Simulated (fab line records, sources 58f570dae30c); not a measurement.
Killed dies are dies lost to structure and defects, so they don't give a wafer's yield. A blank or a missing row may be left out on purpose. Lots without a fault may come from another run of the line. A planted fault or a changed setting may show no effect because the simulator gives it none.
One fault seen from 2 desks | flow berkeley_cmos170 | each desk has only its own numbers; what lay behind them comes last

THE METROLOGY DESK
What the gauges read, lot by lot, whatever tool the lot ran on: means of the sampled wafers that have a number. A lot is out of limits, marked OUT, if its mean lies more than 4 standard deviations from the usual mean; the brackets give that distance.
Columns: A = PSD_RS at UCB170_SDANNEAL_RS_MEAS_02, usual 75.52 ohm/sq; B = NSD_RS at UCB170_SDANNEAL_RS_MEAS_03, usual 37.27 ohm/sq; C = PLDD_RS at UCB170_SDANNEAL_RS_MEAS_04, usual 1031.6 ohm/sq; D = NLDD_RS at UCB170_SDANNEAL_RS_MEAS_05, usual 616.2 ohm/sq; E = SILICIDE_TI_RS at UCB170_SILICIDE_RS_MEAS_02, usual 26.2 ohm/sq; F = SILICIDE_TI_THK at UCB170_SILICIDE_THK_MEAS_03, usual 30.1 nm
lot  | first seen here | A     | B     | C      | D     | E    | F
L400 | day 6 12:13     | 75.74 | 37.23 | 1035.2 | 616.1 | 26.3 | 30.3
L404 | day 7 05:49     | 75.92 | 37.22 | 1031.1 | 617.3 | 26.3 | 29.8
L407 | day 8 07:41     | 75.64 | 37.28 | 1030.4 | 614.1 | 26.3 | 30.3
L412 | day 9 04:33     | 75.85 | 37.33 | 1030.4 | 616.0 | 26.9 | 29.7
L422 | day 11 10:53    | 75.50 | 37.19 | 1032.5 | 617.0 | 26.2 | 30.3
L423 | day 12 00:11    | 75.45 | 37.23 | 1027.5 | 614.8 | 26.6 | 29.8
This desk's finding: nothing out of limits on any of the 6 lots.

THE TOOL OWNER'S DESK: rtp_anneal-01
The tool's own readings at UCB170_SILICIDE_RTA_04 (time 15 s): means of the sampled wafers that have a number, for each lot that ran on this tool. A lot is out of limits, marked OUT, if its mean lies more than 4 standard deviations from the usual mean; the brackets give that distance.
Columns: A = lamp_power_pct at UCB170_SILICIDE_RTA_04, usual 11.102 %; B = wafer_temp_C_max at UCB170_SILICIDE_RTA_04, usual 652.6
lot  | first seen here | A                 | B
L400 | day 6 12:59     | 11.115            | 651.8
L407 | day 8 08:26     | 11.218 (+6.4) OUT | 652.2
L412 | day 9 05:18     | 11.212 (+6.1) OUT | 651.7
L423 | day 12 00:56    | 11.119            | 652.4
This desk's finding: out of limits on L407, L412; first on L407, day 8 08:26 (lamp_power_pct at UCB170_SILICIDE_RTA_04). In limits: L400, L423.

PUT TOGETHER
The tool owner's desk could have raised an alarm at day 8 08:26, on L407, L412.
The metrology desk saw nothing out of limits.
The metrology desk has L407, L412 on record, within its limits.
Of the lots named, all ran UCB170_SILICIDE_RTA_04 on rtp_anneal-01.

WHAT THE SIMULATOR HAD PUT IN
Process parameter drift: rtp_anneal-01, from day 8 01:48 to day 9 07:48, at UCB170_SILICIDE_RTA_04. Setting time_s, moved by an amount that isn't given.
Lots struck among those shown: L407, L412.
Hours from the fault's start to each desk's first reading out of limits: the tool owner's desk, 7.
